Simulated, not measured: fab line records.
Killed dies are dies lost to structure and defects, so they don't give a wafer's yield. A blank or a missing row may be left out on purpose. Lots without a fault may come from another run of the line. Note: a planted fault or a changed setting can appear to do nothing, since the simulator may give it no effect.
fab line records | flow berkeley-cmos170
[record] lots = 6 wafers = 18 last-day = 11
route steps=331 shown V1@260 M2@271
lots that met no fault: taken from a fault-free run of the same line
start-h: start of the lot's first displayed wafer, in hours after the record's first day | wait-h: how many hours have passed since the lot's step before this one | " the same as in the row above | L1.1+2: a single row standing in for several wafers | - either no value or no given start | * or withheld: withheld | < > ~ a bound
route shown NAME@n: NAME is a module with steps in the file, n the number in the route of the first one | usual: mean/standard deviation taken from wafers without a fault | same: alike in all rows | chamber/n: place in a boat | sites: readings site by site | _std_site: how widely they spread, as a standard deviation | _edge_site: the outer-site mean with the inner-site mean subtracted | radius-mm: how far each site lies from the wafer's centre | mask NAME#n: copy n | behind: tool/chamber where the wafer was last shaped | hold: why the lot went on hold/how many hours it stayed there/how the hold came to an end | device: names the non-switching transistor (n, p or np) | end of line: at the end of the route, the tests of the same wafers | a step with no rows: only its recipe | killed: dies lost to structure and defects at the first sort, not the wafer's yield | map: shows each die of a wafer: x if killed, . if not, _ if none is there
set.NAME: the setting the step ran with; set.NAME@STEP: the setting that earlier step ran with | model.NAME: the simulator's own value behind a step, which no gauge read
lots seen at some steps along the route; tables by step, rows by wafer
services: when a tool's chamber went out of use (start-h, in hours from the record's first day, below 0 if earlier), for how many hours, and the reason
[[steps]]
[step UCB170_V1_HMDS_06]
[recipe] prime-time-s = 60 prime-temp-c = 100
[step UCB170_V1_COAT_07]
[recipe] resist = KrF spin-rpm = 1500 resist-thk-nm = 900
[step UCB170_V1_SOFTBAKE_08]
[recipe] resist = KrF temp-c = 130 time-s = 60
[step UCB170_V1_EXPOSE_09]
[recipe] mask-id = VIA1 target-cd-nm = 700 na = 0.5 sigma-outer = 0.6 source-shape = conventional dose-mj = 37
[step UCB170_V1_PEB_10]
[recipe] peb-temp-c = 130 peb-time-s = withheld resist = KrF
[step UCB170_V1_DEVELOP_11]
[recipe] developer = TMAH develop-time-s = 45 resist = KrF dev-temp-c = 21
[step UCB170_V1_CD_MEAS_12]
[recipe] target-cd-nm = 700
[usual] cd-nm = 699.9/1.2
// columns lot.wafer tool chamber start-h wait-h cd-nm
L854.4 cd-sem-02 - 164.72 - 698.5
L854.5 " - " " 699.3
L854.6 " - " " 699.3
L856.2 cd-sem-01 - 178.83 - 700.6
L856.4 " - " " 699.4
L856.6 " - " " 700.7
L863.2 cd-sem-01 - 214.25 - 699.1
L863.3 " - " " 698.8
L863.6 " - " " 699.0
L866.2 cd-sem-02 - 214.43 - 698.5
L866.4 " - " " 699.4
L866.5 " - " " 699.4
L870.2 cd-sem-01 - 235.35 - 699.5
L870.3 " - " " 699.8
L870.4 " - " " 699.8
L874.3 cd-sem-01 - 259.28 - 699.5
L874.5 " - " " 700.2
L874.6 " - " " 699.8
[step UCB170_V1_OVL_MEAS_13]
[usual] V1_OVL = 1/4.8
// columns lot.wafer tool chamber start-h wait-h V1_OVL[nm]
L854.4 overlay-01 - 164.80 0.1 -2
L854.5 " - " " -4
L854.6 " - " " -3
L856.2 overlay-02 - 178.93 0.1 -3
L856.4 " - " " -8
L856.6 " - " " 0
L863.2 overlay-02 - 214.36 0.1 -2
L863.3 " - " " -6
L863.6 " - " " -9
L866.2 overlay-02 - 214.54 0.1 -5
L866.4 " - " " -4
L866.5 " - " " -2
L870.2 overlay-01 - 235.46 0.1 11
L870.3 " - " " 7
L870.4 " - " " 7
L874.3 overlay-02 - 259.37 0.1 4
L874.5 " - " " 3
L874.6 " - " " 2
[step UCB170_V1_ETCH_14]
[recipe] chemistry = CHF3/CF4/Ar target = SiO2 stop-on = Al CHF3_flow_sccm = 45 cf4-flow-sccm = 15 Ar_flow_sccm = 150 pressure-mtorr = 200 rf-w = 700 target-depth-a = 12500 over-etch-frac = 0.25 time-s = 291
[usual] chamber-pressure-mTorr = 200.00/0.19 drypump-motor-current-A = 5.6/0.36 oes-product-au = 0.875/0.013 throttle-valve-pct = 6.96/0.13
[same] time-s = 291
// columns lot.wafer tool chamber start-h wait-h chamber-pressure-mTorr drypump-motor-current-A oes-product-au rf-hours-counter-h throttle-valve-pct
L854.4 rie-diel-02 0 164.91 0.1 200.11 5.7 0.878 - 6.90
L854.5 " 2 " " 199.92 6.2 0.884 - 6.73
L854.6 " 3 " " 200.01 5.4 0.898 - 6.81
L856.2 rie-diel-04 0 178.96 0.0 200.04 5.9 0.860 143 7.10
L856.4 " 3 " " 200.16 5.2 0.876 21 6.99
L856.6 " 2 " " 200.20 5.8 0.873 - 7.15
L863.2 rie-diel-04 2 214.39 0.0 199.80 5.8 0.868 78 7.16
L863.3 " 1 " " 199.92 5.3 0.869 58 6.95
L863.6 " 0 " " 200.24 5.9 0.854 - 7.11
L866.2 rie-diel-02 1 214.57 0.0 200.23 5.6 0.874 2 6.90
L866.4 " 0 " " 200.05 5.7 0.873 11 6.89
L866.5 " 1 " " 200.18 5.7 0.868 - 6.89
L870.2 rie-diel-04 0 235.49 0.0 199.98 5.8 0.857 2 7.12
L870.3 " 1 " " 200.07 5.3 0.867 59 6.94
L870.4 " 3 " " 200.01 5.2 0.876 25 6.99
L874.3 rie-diel-04 2 259.40 0.0 199.80 5.8 0.876 81 7.17
L874.5 " 3 " " 200.35 5.2 0.860 - 6.96
L874.6 " 2 " " 200.04 5.8 0.874 - 7.16
[step UCB170_V1_STRIP_15]
[recipe] chemistry = O2 power-w = 400 pressure-mtorr = 3500 platen-temp-c = withheld o2-flow-sccm = 400 overash-fraction = 0.5
[usual] chamber-pressure-mTorr = 3501/3.2 drypump-motor-current-A = 6.0/0.62 oes-product-au = 0.721/0.0047 strip-time-to-endpoint-s = 15.30/0.11
// columns lot.wafer tool chamber start-h wait-h chamber-pressure-mTorr drypump-motor-current-A oes-product-au rf-hours-counter-h strip-time-to-endpoint-s
L854.4 plasma-asher-04 1 165.03 0.0 3502 5.3 0.728 - 15.43
L854.5 " 1 " " 3499 5.3 0.724 - 15.24
L854.6 " 0 " " 3501 6.5 0.720 - 15.19
L856.2 plasma-asher-01 1 179.14 0.1 3502 6.5 0.723 48 15.21
L856.4 " 1 " " 3501 6.5 0.723 - 15.22
L856.6 " 0 " " 3506 6.0 0.721 - 15.32
L863.2 plasma-asher-04 0 214.57 0.1 3502 6.5 0.718 43 15.30
L863.3 " 0 " " 3502 6.5 0.723 - 15.30
L863.6 " 0 " " 3501 6.5 0.717 - 15.25
L866.2 plasma-asher-01 0 214.74 0.1 3504 6.0 0.720 53 15.32
L866.4 " 1 " " 3499 6.5 0.719 - 15.41
L866.5 " 0 " " 3500 6.0 0.712 - 15.28
L870.2 plasma-asher-04 0 235.67 0.1 3498 6.5 0.724 45 15.28
L870.3 " 1 " " 3498 5.3 0.720 - 15.32
L870.4 " 0 " " 3497 6.4 0.721 - 15.11
L874.3 plasma-asher-01 0 259.61 0.1 3498 6.0 0.725 - 15.37
L874.5 " 1 " " 3499 6.5 0.721 - 15.29
L874.6 " 0 " " 3501 6.0 0.722 - 15.30
[step UCB170_V1_CD_MEAS_90]
[recipe] target-cd-nm = 700
[usual] cd-nm = 700.0/1.3
// columns lot.wafer tool chamber start-h wait-h cd-nm
L854.4 cd-sem-02 - 165.16 0.1 699.1
L854.5 " - " " 700.1
L854.6 " - " " 699.3
L856.2 cd-sem-02 - 179.26 0.1 701.2
L856.4 " - " " 699.7
L856.6 " - " " 701.1
L863.2 cd-sem-02 - 214.69 0.1 699.3
L863.3 " - " " 698.8
L863.6 " - " " 698.3
L866.2 cd-sem-01 - 214.86 0.1 699.4
L866.4 " - " " 699.6
L866.5 " - " " 700.4
L870.2 cd-sem-01 - 235.79 0.1 699.7
L870.3 " - " " 698.7
L870.4 " - " " 699.7
L874.3 cd-sem-02 - 259.72 0.1 700.3
L874.5 " - " " 700.2
L874.6 " - " " 700.1
[step UCB170_M2_PRE_CLEAN_00]
[recipe] gas = Ar preclean-etch-time-s = 60
[step UCB170_M2_SPUTTER_01]
[recipe] material = Al target-thk-nm = 900 time-s = 120 power-w = 6000 chamber-pressure-pa = 0.5
[usual] throttle-valve-pct = 30.1/1.1
[same] time-s = 120
// columns lot.wafer tool chamber start-h wait-h throttle-valve-pct
L854.4 pvd-sputter-01 - 165.28 0.0 28.8
L854.5 " - " " 30.4
L854.6 " - " " 31.8
L856.2 pvd-sputter-01 - 179.43 0.0 31.5
L856.4 " - " " 30.8
L856.6 " - " " 30.3
L863.2 pvd-sputter-04 - 214.86 0.0 32.2
L863.3 " - " " 30.0
L863.6 " - " " 32.3
L863.2 pvd-sputter-04 - 215.11 0.2 31.8
L863.3 " - " " 29.9
L863.6 " - " " 32.1
L866.2 pvd-sputter-01 - 215.03 0.0 29.1
L866.4 " - " " 31.5
L866.5 " - " " 28.9
L866.2 pvd-sputter-01 - 215.28 0.2 28.8
L866.4 " - " " 31.4
L866.5 " - " " 28.7
L870.2 pvd-sputter-04 - 235.95 0.0 28.5
L870.3 " - " " 29.9
L870.4 " - " " 32.1
L874.3 pvd-sputter-03 - 259.86 0.0 30.3
L874.5 " - " " 30.6
L874.6 " - " " 29.5
[step UCB170_M2_RS_MEAS_02]
[recipe] thk-meas-gauge = four-point-probe reads = Al_of_M2_SPUTTER_01
[usual] M2_AL_RS = 0.03237/0.00027
// columns lot.wafer tool chamber start-h wait-h M2_AL_RS[ohm/sq]
L854.4 film-metro-01 - 165.43 0.1 0.0322
L854.5 " - " " 0.0326
L854.6 " - " " 0.03212
L856.2 film-metro-04 - 179.53 0.1 0.03209
L856.4 " - " " 0.03209
L856.6 " - " " 0.03247
L863.2 film-metro-04 - 215.32 0.2 0.01614
L863.3 " - " " 0.01601
L863.6 " - " " 0.01616
L866.2 film-metro-04 - 215.38 0.1 0.01595
L866.4 " - " " 0.01589
L866.5 " - " " 0.01598
L870.2 film-metro-04 - 236.06 0.1 0.03227
L870.3 " - " " 0.03241
L870.4 " - " " 0.03203
L874.3 film-metro-04 - 259.99 0.1 0.03282
L874.5 " - " " 0.03276
L874.6 " - " " 0.03254
[step UCB170_M2_THK_MEAS_03]
[recipe] thk-meas-gauge = xrf reads = Al_of_M2_SPUTTER_01
[usual] M2_AL_THK = 903/8.1
// columns lot.wafer tool chamber start-h wait-h M2_AL_THK[nm]
L854.4 film-metro-01 - 165.52 0.1 914
L854.5 " - " " 906
L854.6 " - " " 914
L856.2 film-metro-04 - 179.64 0.1 911
L856.4 " - " " 906
L856.6 " - " " 896
L863.2 film-metro-04 - 215.43 0.1 1785
L863.3 " - " " 1801
L863.6 " - " " 1782
L866.2 film-metro-04 - 215.49 0.1 1810
L866.4 " - " " 1819
L866.5 " - " " 1816
L870.2 film-metro-04 - 236.17 0.1 904
L870.3 " - " " 907
L870.4 " - " " 909
L874.3 film-metro-04 - 260.09 0.1 888
L874.5 " - " " 886
L874.6 " - " " 889
[step UCB170_M2_HMDS_04]
[recipe] prime-time-s = 60 prime-temp-c = 100
[step UCB170_M2_COAT_05]
[recipe] resist = KrF spin-rpm = 1500 resist-thk-nm = 900
[step UCB170_M2_SOFTBAKE_06]
[recipe] resist = KrF temp-c = 130 time-s = 60
[step UCB170_M2_STRIP_07]
[recipe] chemistry = O2 power-w = 400 pressure-mtorr = 3500 platen-temp-c = withheld o2-flow-sccm = 400 overash-fraction = 0.5
[usual] chamber-pressure-mTorr = 3500/3.2 drypump-motor-current-A = 6.1/0.51 oes-product-au = 0.735/0.0043 strip-time-to-endpoint-s = 21.98/0.057
// columns lot.wafer tool chamber start-h wait-h chamber-pressure-mTorr drypump-motor-current-A oes-product-au rf-hours-counter-h strip-time-to-endpoint-s
L854.4 plasma-asher-02 0 166.03 0.1 3498 6.8 0.729 - 22.02
L854.5 " 1 " " 3503 5.2 0.732 - 21.96
L854.6 " 0 " " 3499 6.8 0.736 - 22.02
L856.2 plasma-asher-03 0 180.14 0.1 3500 5.9 0.740 48 21.92
L856.4 " 1 " " 3500 5.8 0.732 - 21.98
L856.6 " 1 " " 3500 5.8 0.739 - 21.95
L863.2 plasma-asher-03 1 216.05 0.1 3503 5.8 0.736 53 22.03
L863.3 " 0 " " 3506 5.9 0.731 - 21.98
L863.6 " 1 " " 3497 5.9 0.735 - 22.02
L866.2 plasma-asher-01 0 216.11 0.1 3500 6.0 0.741 53 21.86
L866.4 " 1 " " 3497 6.5 0.736 - 21.98
L866.5 " 0 " " 3498 6.0 0.729 - 21.93
L870.2 plasma-asher-01 1 236.70 0.1 3499 6.6 0.737 56 21.94
L870.3 " 1 " " 3505 6.6 0.740 - 21.99
L870.4 " 0 " " 3496 6.0 0.735 - 21.91
L874.3 plasma-asher-01 0 260.64 0.1 3496 6.0 0.741 - 21.99
L874.5 " 1 " " 3495 6.5 0.739 - 21.97
L874.6 " 0 " " 3506 6.0 0.730 - 21.97
[step UCB170_M2_STRIP_08]
[recipe] chemistry = DMSO temp-c = 80 time-s = 600 material = KrF
[step UCB170_M2_COAT_09]
[recipe] resist = BARC temp-c = withheld time-s = withheld spin-rpm = 3000 resist-thk-nm = withheld
[step UCB170_M2_COAT_10]
[recipe] resist = KrF spin-rpm = 1480 resist-thk-nm = 900
[step UCB170_M2_SOFTBAKE_11]
[recipe] resist = KrF temp-c = 130 time-s = 60
[step UCB170_M2_EXPOSE_12]
[recipe] mask-id = METAL2 target-cd-nm = 700 na = 0.5 sigma-outer = 0.6 source-shape = conventional dose-mj = 26
[step UCB170_M2_PEB_13]
[recipe] peb-temp-c = 130 peb-time-s = withheld resist = KrF
[step UCB170_M2_DEVELOP_14]
[recipe] developer = TMAH develop-time-s = 45 resist = KrF dev-temp-c = 21
[step UCB170_M2_CD_MEAS_15]
[recipe] target-cd-nm = 700
[usual] cd-nm = 700.1/1.5
// columns lot.wafer tool chamber start-h wait-h cd-nm
L854.4 cd-sem-01 - 167.37 - 700.6
L854.5 " - " " 701.3
L854.6 " - " " 701.9
L856.2 cd-sem-02 - 181.81 - 701.0
L856.4 " - " " 702.4
L856.6 " - " " 701.6
L863.2 cd-sem-01 - 217.33 - 701.6
L863.3 " - " " 701.7
L863.6 " - " " 702.3
L866.2 cd-sem-01 - 217.41 - 701.5
L866.4 " - " " 700.8
L866.5 " - " " 700.6
L870.2 cd-sem-02 - 237.84 - 700.0
L870.3 " - " " 701.1
L870.4 " - " " 700.6
L874.3 cd-sem-02 - 262.90 - 701.5
L874.5 " - " " 701.0
L874.6 " - " " 701.2
[step UCB170_M2_OVL_MEAS_16]
[usual] M2_OVL = -3/4.8
// columns lot.wafer tool chamber start-h wait-h M2_OVL[nm]
L854.4 overlay-02 - 167.45 0.1 -4
L854.5 " - " " -2
L854.6 " - " " -3
L856.2 overlay-01 - 181.92 0.1 -13
L856.4 " - " " -10
L856.6 " - " " -10
L863.2 overlay-02 - 217.44 0.1 -2
L863.3 " - " " 6
L863.6 " - " " 8
L866.2 overlay-02 - 217.58 0.2 -1
L866.4 " - " " 4
L866.5 " - " " 1
L870.2 overlay-02 - 237.95 0.1 -11
L870.3 " - " " -11
L870.4 " - " " -9
L874.3 overlay-02 - 263.00 0.1 -6
L874.5 " - " " -5
L874.6 " - " " -4
[step UCB170_M2_ETCH_17]
[recipe] chemistry = N2/H2 target-depth-a = withheld overetch-a = withheld target = BARC time-s = withheld source-w = 500 bias-w = 100 pressure-mtorr = 30 n2-flow-sccm = 100 h2-flow-sccm = 200
[usual] chamber-pressure-mTorr = 29.997/0.028 drypump-motor-current-A = 5.6/0.38 oes-product-au = 1.004/0.023 throttle-valve-pct = 13.19/0.17
// columns lot.wafer tool chamber start-h wait-h chamber-pressure-mTorr drypump-motor-current-A oes-product-au throttle-valve-pct
L854.4 rie-diel-01 0 167.47 0.0 30.008 5.5 0.965 13.24
L854.5 " 3 " " 29.981 4.9 1.025 13.54
L854.6 " 0 " " 30.009 5.5 0.962 13.26
L856.2 rie-diel-02 3 181.95 0.0 29.999 5.4 1.041 13.14
L856.4 " 1 " " 29.954 5.6 0.990 13.20
L856.6 " 2 " " 30.009 6.2 1.004 12.99
L863.2 rie-diel-03 2 217.47 0.0 30.004 5.2 0.993 13.22
L863.3 " 3 " " 30.003 5.6 1.008 12.99
L863.6 " 2 " " 29.952 5.2 1.004 13.21
L866.2 rie-diel-03 1 217.61 0.0 30.020 6.0 1.046 13.28
L866.4 " 3 " " 29.967 5.6 0.992 12.99
L866.5 " 3 " " 30.009 5.6 0.990 12.98
L870.2 rie-diel-03 0 237.98 0.0 29.992 5.4 0.984 13.07
L870.3 " 2 " " 30.033 5.2 0.997 13.21
L870.4 " 3 " " 29.980 5.6 0.995 12.97
L874.3 rie-diel-02 2 263.02 0.0 30.026 6.2 1.014 13.00
L874.5 " 2 " " 30.027 6.1 1.017 12.99
L874.6 " 3 " " 30.066 5.4 1.038 13.15
[step UCB170_M2_METAL_ETCH_18]
[recipe] chemistry = Cl2/BCl3 target = Al stop-on = SiO2 pressure-mtorr = 12 target-depth-a = 11700 over-etch-frac = 0.3 time-s = 195 icp-w = 600 bias-w = 120 Cl2_flow_sccm = 90 bcl3-flow-sccm = 45
[usual] chamber-pressure-mTorr = 11.999/0.012 drypump-motor-current-A = 5.9/0.48 oes-product-au = 0.847/0.017 throttle-valve-pct = 24.33/0.14
[same] time-s = 195
// columns lot.wafer tool chamber start-h wait-h chamber-pressure-mTorr drypump-motor-current-A oes-product-au rf-hours-counter-h throttle-valve-pct model.etch.depth-nm model.M2.feature-depth-nm
L854.4 rie-metal-04 0 167.57 - 11.997 6.4 0.856 - 24.28 898.2 953.7
L854.5 " 0 " " 12.012 6.4 0.840 - 24.28 888.6 944.1
L854.6 " 1 " " 11.995 5.8 0.863 - 24.23 900.7 959.4
L856.2 rie-metal-03 1 181.99 - 12.014 6.6 0.842 22 24.60 900.6 957.6
L856.4 " 1 " " 12.005 6.6 0.857 - 24.60 899.2 955.8
L856.6 " 0 " " 12.007 5.2 0.863 - 24.26 887.9 943.1
L863.2 rie-metal-03 1 217.51 - 11.991 6.5 0.962 0 24.48 1165 1165
L863.3 " 0 " " 12.009 5.2 1.015 - 24.17 1154 1154
L863.6 " 0 " " 12.003 5.2 1.013 - 24.19 1161 1161
L866.2 rie-metal-04 1 217.66 - 11.992 5.8 1.017 7 24.17 1204 1204
L866.4 " 0 " " 12.006 6.5 0.995 - 24.21 1156 1156
L866.5 " 1 " " 12.012 5.8 1.029 - 24.15 1211 1211
L870.2 rie-metal-03 1 238.02 - 12.002 6.6 0.827 1 24.57 897.3 953.5
L870.3 " 1 " " 11.984 6.6 0.825 - 24.56 892.7 948.7
L870.4 " 0 " " 12.004 5.2 0.872 - 24.25 902.7 958.3
L874.3 rie-metal-04 1 263.12 - 11.993 5.8 0.851 - 24.24 880.2 939.1
L874.5 " 1 " " 11.996 5.8 0.848 - 24.24 881.9 940.9
L874.6 " 0 " " 12.008 6.4 0.842 - 24.27 888.8 943.8
[step UCB170_M2_STRIP_19]
[recipe] chemistry = O2 power-w = 400 pressure-mtorr = 3500 platen-temp-c = withheld o2-flow-sccm = 400 overash-fraction = 0.5
[usual] chamber-pressure-mTorr = 3500/3.1 drypump-motor-current-A = 6.0/0.45 oes-product-au = 0.549/0.012
// columns lot.wafer tool chamber start-h wait-h chamber-pressure-mTorr drypump-motor-current-A oes-product-au rf-hours-counter-h
L854.4 plasma-asher-02 1 167.73 0.1 3499 5.2 0.547 -
L854.5 " 1 " " 3502 5.2 0.550 -
L854.6 " 0 " " 3499 6.8 0.532 -
L856.2 plasma-asher-01 0 182.18 0.1 3494 6.0 0.551 49
L856.4 " 0 " " 3497 6.0 0.561 -
L856.6 " 1 " " 3499 6.5 0.568 -
L863.2 plasma-asher-01 1 217.69 0.1 3501 6.5 0.550 53
L863.3 " 0 " " 3501 6.0 0.557 -
L863.6 " 0 " " 3503 6.0 0.552 -
L866.2 plasma-asher-03 1 217.84 0.1 3498 5.8 0.534 53
L866.4 " 0 " " 3501 5.9 0.556 -
L866.5 " 1 " " 3504 5.8 0.524 -
L870.2 plasma-asher-01 0 238.21 0.1 3497 6.0 0.558 56
L870.3 " 0 " " 3502 6.0 0.566 -
L870.4 " 1 " " 3498 6.6 0.560 -
L874.3 plasma-asher-02 0 263.28 0.1 3501 6.8 0.530 -
L874.5 " 0 " " 3497 6.8 0.530 -
L874.6 " 1 " " 3500 5.2 0.563 -
[[services]]
// columns tool chamber start-h hours kind
pvd-sputter-01 - 149.69 1.0 repair
pvd-sputter-04 - 152.80 1.4 repair
rie-diel-02 1 153.79 - clean
rie-diel-02 1 153.79 21.3 scheduled-down
rie-diel-02 1 153.79 21.3 vent-cycle
rie-diel-04 - 154.08 0.5 repair
plasma-asher-03 - 154.94 2.8 pm
plasma-asher-03 - 163.50 9.4 repair
plasma-asher-02 - 177.81 9.5 repair
pvd-sputter-03 - 181.74 4.0 repair
rie-diel-01 0 187.21 4.4 repair
rie-diel-04 0 188.83 - clean
rie-diel-04 0 188.83 19.0 scheduled-down
rie-diel-04 0 188.83 19.0 vent-cycle
pvd-sputter-01 - 199.58 10.5 repair
rie-diel-01 - 203.80 14.6 pm
rie-diel-01 2 218.84 4.0 repair
rie-diel-02 - 223.14 2.8 pm
rie-diel-04 1 223.93 4.5 repair
pvd-sputter-03 - 229.01 1.3 repair
rie-diel-02 1 231.47 8.3 repair
plasma-asher-03 - 242.31 5.1 repair
rie-diel-02 2 242.80 16.1 repair
rie-diel-01 1 254.65 7.0 repair
[[key]]
[first-sign] step = UCB170_M2_SPUTTER_01 reading = visit direction = added
[effect] step = UCB170_M2_RS_MEAS_02 reading = M2_AL_RS direction = down sigmas = 61 usual = 0.03237 struck = 0.01602
[effect] step = UCB170_M2_THK_MEAS_03 reading = M2_AL_THK direction = up sigmas = 99+ usual = 903 struck = 1802
[effect] step = UCB170_M2_METAL_ETCH_18 reading = oes-product-au direction = up sigmas = 9.3 usual = 0.847 struck = 1.005
[model-effect] step = UCB170_M2_METAL_ETCH_18 value = etch.depth-nm without = 901.4 struck = 1175
met-at UCB170_M2_SPUTTER_01
struck-wafers L863.2,L863.3,L863.6,L866.2,L866.4,L866.5
later-rows-left-out L863.2,L863.3,L863.6,L866.2,L866.4,L866.5
sort-left-out L863.2,L863.3,L863.6,L866.2,L866.4,L866.5
[fault] kind = repeated-step-whole tool = pvd-sputter-01,pvd-sputter-03,pvd-sputter-04 chamber = - onset-h = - steps = UCB170_M2_SPUTTER_01 times = 1 scope = struck-lots-only
// sort-left-out: the simulated sort isn't trusted on such a fault, so these wafers' sort isn't shown, and their yield isn't known
// later-rows-left-out: the simulator's readings of these wafers behind a module that went badly wrong aren't trusted and aren't shown, but for the sort
